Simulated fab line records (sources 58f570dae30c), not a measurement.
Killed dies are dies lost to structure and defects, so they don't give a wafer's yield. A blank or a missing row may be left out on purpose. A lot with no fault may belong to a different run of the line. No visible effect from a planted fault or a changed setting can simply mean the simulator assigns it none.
Which tool did it? / flow berkeley-cmos170 / 42 wafers from 14 lots sampled at 5 of the route's 331 steps

== WHAT THE GAUGES READ, wafer by wafer ==
UCB170_V2_CD_MEAS_12: target cd 700 nm.
lot=L652; measured=day 9 00:48; on=cd-sem-02; cd-nm (nm)=701.0 700.8 701.4
lot=L656; measured=day 9 04:37; on=cd-sem-01; cd-nm (nm)=701.1 701.1 700.5
lot=L654; measured=day 9 10:02; on=cd-sem-02; cd-nm (nm)=700.8 700.2 702.1
lot=L655; measured=day 9 10:07; on=cd-sem-01; cd-nm (nm)=702.4 702.6 702.0
lot=L657; measured=day 10 00:56; on=cd-sem-01; cd-nm (nm)=700.5 700.2 700.9
lot=L659; measured=day 10 03:52; on=cd-sem-01; cd-nm (nm)=700.8 699.9 700.8
lot=L658; measured=day 10 06:37; on=cd-sem-01; cd-nm (nm)=700.5 699.0 699.6
lot=L663; measured=day 10 14:52; on=cd-sem-01; cd-nm (nm)=699.7 700.5 700.0
lot=L664; measured=day 11 08:43; on=cd-sem-01; cd-nm (nm)=698.7 699.0 699.4
lot=L667; measured=day 11 16:26; on=cd-sem-01; cd-nm (nm)=701.0 700.1 701.1
lot=L670; measured=day 11 22:21; on=cd-sem-01; cd-nm (nm)=699.4 700.6 700.0
lot=L668; measured=day 12 02:08; on=cd-sem-01; cd-nm (nm)=697.9 698.7 699.8
lot=L672; measured=day 12 17:25; on=cd-sem-01; cd-nm (nm)=699.0 698.3 698.6
lot=L674; measured=day 12 19:14; on=cd-sem-02; cd-nm (nm)=699.9 700.2 701.1

UCB170_M3_CD_MEAS_90: target cd 700 nm.
lot=L652; measured=day 9 06:15; on=cd-sem-01; cd-nm (nm)=702 705 703
lot=L656; measured=day 9 08:53; on=cd-sem-02; cd-nm (nm)=708 701 710
lot=L654; measured=day 9 13:16; on=cd-sem-01; cd-nm (nm)=701 697 696
lot=L655; measured=day 9 13:31; on=cd-sem-01; cd-nm (nm)=697 696 701
lot=L657; measured=day 10 04:31; on=cd-sem-02; cd-nm (nm)=707 695 698
lot=L659; measured=day 10 09:39; on=cd-sem-01; cd-nm (nm)=702 691 700
lot=L658; measured=day 10 10:22; on=cd-sem-02; cd-nm (nm)=696 702 700
lot=L663; measured=day 10 18:13; on=cd-sem-01; cd-nm (nm)=709 707 707
lot=L664; measured=day 11 12:11; on=cd-sem-01; cd-nm (nm)=702 701 700
lot=L667; measured=day 11 21:29; on=cd-sem-01; cd-nm (nm)=701 699 698
lot=L670; measured=day 12 01:31; on=cd-sem-01; cd-nm (nm)=699 696 699
lot=L668; measured=day 12 05:05; on=cd-sem-02; cd-nm (nm)=705 697 700
lot=L672; measured=day 12 20:35; on=cd-sem-02; cd-nm (nm)=695 697 699
lot=L674; measured=day 13 00:19; on=cd-sem-02; cd-nm (nm)=702 703 697

== TOOL THAT RAN EACH LOT (tool first, then ch and the chambers of the sampled wafers, then the start) ==
lot=L652; UCB170_CONTACT_ETCH_17=rie-diel-01 ch 1,2,3, day 8 10:23; UCB170_V2_ETCH_14=rie-diel-01 ch 1,2, day 9 00:56; UCB170_V2_STRIP_15=plasma-asher-02 ch 0,1, day 9 01:07
lot=L656; UCB170_CONTACT_ETCH_17=rie-diel-03 ch 0,1,3, day 8 16:55; UCB170_V2_ETCH_14=rie-diel-01 ch 0,2,3, day 9 04:44; UCB170_V2_STRIP_15=plasma-asher-02 ch 0,1, day 9 04:56
lot=L654; UCB170_CONTACT_ETCH_17=rie-diel-02 ch 1,2,3, day 8 17:28; UCB170_V2_ETCH_14=rie-diel-03 ch 0,3, day 9 10:11; UCB170_V2_STRIP_15=plasma-asher-01 ch 0, day 9 10:22
lot=L655; UCB170_CONTACT_ETCH_17=rie-diel-03 ch 0,2, day 8 17:44; UCB170_V2_ETCH_14=rie-diel-01 ch 0,1,2, day 9 10:16; UCB170_V2_STRIP_15=plasma-asher-02 ch 0, day 9 10:27
lot=L657; UCB170_CONTACT_ETCH_17=rie-diel-02 ch 1,3, day 9 11:21; UCB170_V2_ETCH_14=rie-diel-03 ch 0,1,3, day 10 01:04; UCB170_V2_STRIP_15=plasma-asher-04 ch 0,1, day 10 01:15
lot=L659; UCB170_CONTACT_ETCH_17=rie-diel-01 ch 1,2, day 9 14:42; UCB170_V2_ETCH_14=rie-diel-02 ch 0,1,2, day 10 03:59; UCB170_V2_STRIP_15=plasma-asher-04 ch 0,1, day 10 04:11
lot=L658; UCB170_CONTACT_ETCH_17=rie-diel-03 ch 0,3, day 9 15:41; UCB170_V2_ETCH_14=rie-diel-02 ch 0,1, day 10 06:44; UCB170_V2_STRIP_15=plasma-asher-04 ch 0,1, day 10 06:57
lot=L663; UCB170_CONTACT_ETCH_17=rie-diel-03 ch 2,3, day 10 03:46; UCB170_V2_ETCH_14=rie-diel-03 ch 2,3, day 10 15:01; UCB170_V2_STRIP_15=plasma-asher-04 ch 1, day 10 15:11
lot=L664; UCB170_CONTACT_ETCH_17=rie-diel-03 ch 0,2,3, day 10 21:04; UCB170_V2_ETCH_14=rie-diel-02 ch 0,1,2, day 11 08:53; UCB170_V2_STRIP_15=plasma-asher-04 ch 0,1, day 11 09:04
lot=L667; UCB170_CONTACT_ETCH_17=rie-diel-02 ch 2,3, day 11 04:28; UCB170_V2_ETCH_14=rie-diel-01 ch 0,3, day 11 16:32; UCB170_V2_STRIP_15=plasma-asher-04 ch 0,1, day 11 16:44
lot=L670; UCB170_CONTACT_ETCH_17=rie-diel-03 ch 0,1,3, day 11 09:31; UCB170_V2_ETCH_14=rie-diel-01 ch 0,1,2, day 11 22:27; UCB170_V2_STRIP_15=plasma-asher-04 ch 0,1, day 11 22:40
lot=L668; UCB170_CONTACT_ETCH_17=rie-diel-01 ch 0,1,2, day 11 11:01; UCB170_V2_ETCH_14=rie-diel-02 ch 2,3, day 12 02:16; UCB170_V2_STRIP_15=plasma-asher-04 ch 0,1, day 12 02:28
lot=L672; UCB170_CONTACT_ETCH_17=rie-diel-01 ch 2,3, day 12 06:31; UCB170_V2_ETCH_14=rie-diel-02 ch 0,1,3, day 12 17:34; UCB170_V2_STRIP_15=plasma-asher-04 ch 0,1, day 12 17:45
lot=L674; UCB170_CONTACT_ETCH_17=rie-diel-01 ch 0,3, day 12 08:09; UCB170_V2_ETCH_14=rie-diel-01 ch 0,2,3, day 12 19:23; UCB170_V2_STRIP_15=plasma-asher-04 ch 0,1, day 12 19:33
- UCB170_CONTACT_ETCH_17: etches BARC in N2/H2.
- UCB170_V2_ETCH_14: etches SiO2 in CHF3/CF4/Ar, stops on Al, target depth 1250 nm, time 291 s.
- UCB170_V2_STRIP_15: strips in O2.

== WHAT THE TOOLS THEMSELVES READ (means of the sampled wafers that have a number; where no wafer has one, the mark that the record gives instead) ==
UCB170_CONTACT_ETCH_17.
lot=L652; tool=rie-diel-01; bias-w (W)=99.9; drypump-motor-current-A (A)=5.6; h2-flow-sccm (sccm)=200.0; oes-product-au (a.u.)=1.014; throttle-valve-pct (%)=13.19
lot=L656; tool=rie-diel-03; bias-w (W)=100.0; drypump-motor-current-A (A)=6.0; h2-flow-sccm (sccm)=199.9; oes-product-au (a.u.)=0.996; throttle-valve-pct (%)=13.29
lot=L654; tool=rie-diel-02; bias-w (W)=99.9; drypump-motor-current-A (A)=5.7; h2-flow-sccm (sccm)=199.7; oes-product-au (a.u.)=0.998; throttle-valve-pct (%)=13.40
lot=L655; tool=rie-diel-03; bias-w (W)=99.9; drypump-motor-current-A (A)=6.4; h2-flow-sccm (sccm)=199.2; oes-product-au (a.u.)=1.005; throttle-valve-pct (%)=13.60
lot=L657; tool=rie-diel-02; bias-w (W)=100.1; drypump-motor-current-A (A)=5.7; h2-flow-sccm (sccm)=199.2; oes-product-au (a.u.)=0.997; throttle-valve-pct (%)=13.33
lot=L659; tool=rie-diel-01; bias-w (W)=100.4; drypump-motor-current-A (A)=5.6; h2-flow-sccm (sccm)=200.1; oes-product-au (a.u.)=1.003; throttle-valve-pct (%)=13.19
lot=L658; tool=rie-diel-03; bias-w (W)=100.2; drypump-motor-current-A (A)=5.9; h2-flow-sccm (sccm)=200.1; oes-product-au (a.u.)=1.005; throttle-valve-pct (%)=13.50
lot=L663; tool=rie-diel-03; bias-w (W)=100.3; drypump-motor-current-A (A)=6.1; h2-flow-sccm (sccm)=200.2; oes-product-au (a.u.)=1.005; throttle-valve-pct (%)=13.54
lot=L664; tool=rie-diel-03; bias-w (W)=100.3; drypump-motor-current-A (A)=6.0; h2-flow-sccm (sccm)=200.3; oes-product-au (a.u.)=0.999; throttle-valve-pct (%)=13.53
lot=L667; tool=rie-diel-02; bias-w (W)=100.2; drypump-motor-current-A (A)=5.9; h2-flow-sccm (sccm)=199.3; oes-product-au (a.u.)=0.998; throttle-valve-pct (%)=13.47
lot=L670; tool=rie-diel-03; bias-w (W)=100.3; drypump-motor-current-A (A)=6.0; h2-flow-sccm (sccm)=200.2; oes-product-au (a.u.)=0.999; throttle-valve-pct (%)=13.30
lot=L668; tool=rie-diel-01; bias-w (W)=100.0; drypump-motor-current-A (A)=5.6; h2-flow-sccm (sccm)=200.4; oes-product-au (a.u.)=1.000; throttle-valve-pct (%)=13.18
lot=L672; tool=rie-diel-01; bias-w (W)=99.8; drypump-motor-current-A (A)=5.7; h2-flow-sccm (sccm)=200.6; oes-product-au (a.u.)=1.022; throttle-valve-pct (%)=13.18
lot=L674; tool=rie-diel-01; bias-w (W)=99.8; drypump-motor-current-A (A)=5.4; h2-flow-sccm (sccm)=199.9; oes-product-au (a.u.)=1.000; throttle-valve-pct (%)=13.18

UCB170_V2_ETCH_14.
lot=L652; tool=rie-diel-01; drypump-motor-current-A (A)=5.6; oes-product-au (a.u.)=0.869; run-length-s (s)=318.6; throttle-valve-pct (%)=6.90
lot=L656; tool=rie-diel-01; drypump-motor-current-A (A)=5.6; oes-product-au (a.u.)=0.884; run-length-s (s)=319.3; throttle-valve-pct (%)=6.93
lot=L654; tool=rie-diel-03; drypump-motor-current-A (A)=5.9; oes-product-au (a.u.)=0.867; run-length-s (s)=319.4; throttle-valve-pct (%)=7.04
lot=L655; tool=rie-diel-01; drypump-motor-current-A (A)=5.6; oes-product-au (a.u.)=0.874; run-length-s (s)=319.0; throttle-valve-pct (%)=6.91
lot=L657; tool=rie-diel-03; drypump-motor-current-A (A)=6.0; oes-product-au (a.u.)=0.866; run-length-s (s)=318.8; throttle-valve-pct (%)=6.91
lot=L659; tool=rie-diel-02; drypump-motor-current-A (A)=5.8; oes-product-au (a.u.)=0.865; run-length-s (s)=319.5; throttle-valve-pct (%)=7.05
lot=L658; tool=rie-diel-02; drypump-motor-current-A (A)=5.5; oes-product-au (a.u.)=0.856; run-length-s (s)=319.4; throttle-valve-pct (%)=7.04
lot=L663; tool=rie-diel-03; drypump-motor-current-A (A)=5.7; oes-product-au (a.u.)=0.883; run-length-s (s)=318.9; throttle-valve-pct (%)=6.98
lot=L664; tool=rie-diel-02; drypump-motor-current-A (A)=5.8; oes-product-au (a.u.)=0.864; run-length-s (s)=319.3; throttle-valve-pct (%)=7.05
lot=L667; tool=rie-diel-01; drypump-motor-current-A (A)=5.4; oes-product-au (a.u.)=0.877; run-length-s (s)=319.5; throttle-valve-pct (%)=6.88
lot=L670; tool=rie-diel-01; drypump-motor-current-A (A)=5.6; oes-product-au (a.u.)=0.871; run-length-s (s)=318.8; throttle-valve-pct (%)=6.91
lot=L668; tool=rie-diel-02; drypump-motor-current-A (A)=6.0; oes-product-au (a.u.)=0.804; run-length-s (s)=360.4; throttle-valve-pct (%)=6.98
lot=L672; tool=rie-diel-02; drypump-motor-current-A (A)=5.8; oes-product-au (a.u.)=0.802; run-length-s (s)=360.6; throttle-valve-pct (%)=7.01
lot=L674; tool=rie-diel-01; drypump-motor-current-A (A)=5.6; oes-product-au (a.u.)=0.888; run-length-s (s)=319.2; throttle-valve-pct (%)=6.92

UCB170_V2_STRIP_15.
lot=L652; tool=plasma-asher-02; drypump-motor-current-A (A)=5.89; oes-product-au (a.u.)=0.721; strip-time-to-endpoint-s (s)=15.27
lot=L656; tool=plasma-asher-02; drypump-motor-current-A (A)=5.88; oes-product-au (a.u.)=0.723; strip-time-to-endpoint-s (s)=15.37
lot=L654; tool=plasma-asher-01; drypump-motor-current-A (A)=6.10; oes-product-au (a.u.)=0.723; strip-time-to-endpoint-s (s)=15.22
lot=L655; tool=plasma-asher-02; drypump-motor-current-A (A)=5.61; oes-product-au (a.u.)=0.719; strip-time-to-endpoint-s (s)=15.39
lot=L657; tool=plasma-asher-04; drypump-motor-current-A (A)=5.32; oes-product-au (a.u.)=0.717; strip-time-to-endpoint-s (s)=15.29
lot=L659; tool=plasma-asher-04; drypump-motor-current-A (A)=5.40; oes-product-au (a.u.)=0.720; strip-time-to-endpoint-s (s)=15.33
lot=L658; tool=plasma-asher-04; drypump-motor-current-A (A)=5.38; oes-product-au (a.u.)=0.721; strip-time-to-endpoint-s (s)=15.28
lot=L663; tool=plasma-asher-04; drypump-motor-current-A (A)=5.47; oes-product-au (a.u.)=0.724; strip-time-to-endpoint-s (s)=15.25
lot=L664; tool=plasma-asher-04; drypump-motor-current-A (A)=5.34; oes-product-au (a.u.)=0.723; strip-time-to-endpoint-s (s)=15.32
lot=L667; tool=plasma-asher-04; drypump-motor-current-A (A)=5.33; oes-product-au (a.u.)=0.723; strip-time-to-endpoint-s (s)=15.39
lot=L670; tool=plasma-asher-04; drypump-motor-current-A (A)=5.33; oes-product-au (a.u.)=0.721; strip-time-to-endpoint-s (s)=15.27
lot=L668; tool=plasma-asher-04; drypump-motor-current-A (A)=5.33; oes-product-au (a.u.)=0.719; strip-time-to-endpoint-s (s)=14.37
lot=L672; tool=plasma-asher-04; drypump-motor-current-A (A)=5.40; oes-product-au (a.u.)=0.722; strip-time-to-endpoint-s (s)=14.48
lot=L674; tool=plasma-asher-04; drypump-motor-current-A (A)=5.33; oes-product-au (a.u.)=0.720; strip-time-to-endpoint-s (s)=15.20

== THE ANSWER, worked out from the rows above alone ==
Rule: usual is defined by the lots themselves. The widest of any qualifying gaps counts: lots, ordered by their means at a reading, are off when they make up no more than a third of the lots, leave a main group of 4 or more, and stand apart from it by 3 or more times the standard deviation of that group's means. A main group whose means are all the same, to the digits that the tables above print for the reading, isn't used. A lot without any number at a reading at which 4 lots or more have one is off too. Where the step has rows for the other lots, those lots are counted as sound. First the gauges in route order, then the tools' own readings, where a lot's mean is used as printed above. At the first step where some lot is off, the reading lying furthest off is the one used; lots without a number count as furthest.
Off: L668, L672 (UCB170_V2_ETCH_14, run-length-s). The main group: mean 319.1 s, standard deviation 0.3.
A tool fits if, at that step or a process step before it, it ran every lot that is off, and no sound lot after the first of them. One fits: rie-diel-02 at UCB170_V2_ETCH_14. Its last sound lot is L664 (day 11 08:53), its first lot that is off L668 (day 12 02:16): a fault that began between those two fits.
The tool's own readings at UCB170_V2_ETCH_14 bear it out: on the lots that are off they differ by more than 5 times the standard deviation of the sound lots' means. oes-product-au reads 0.803 a.u. there against 0.872 a.u. on the sound lots; run-length-s reads 360.5 s there against 319.1 s on the sound lots.

== WHAT HAD BEEN PUT IN BY THE SIMULATOR ==
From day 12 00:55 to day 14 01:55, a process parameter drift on rie-diel-02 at UCB170_V2_ETCH_14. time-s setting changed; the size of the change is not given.
Shown lots that were struck: L668, L672. Same finding as the rule above.
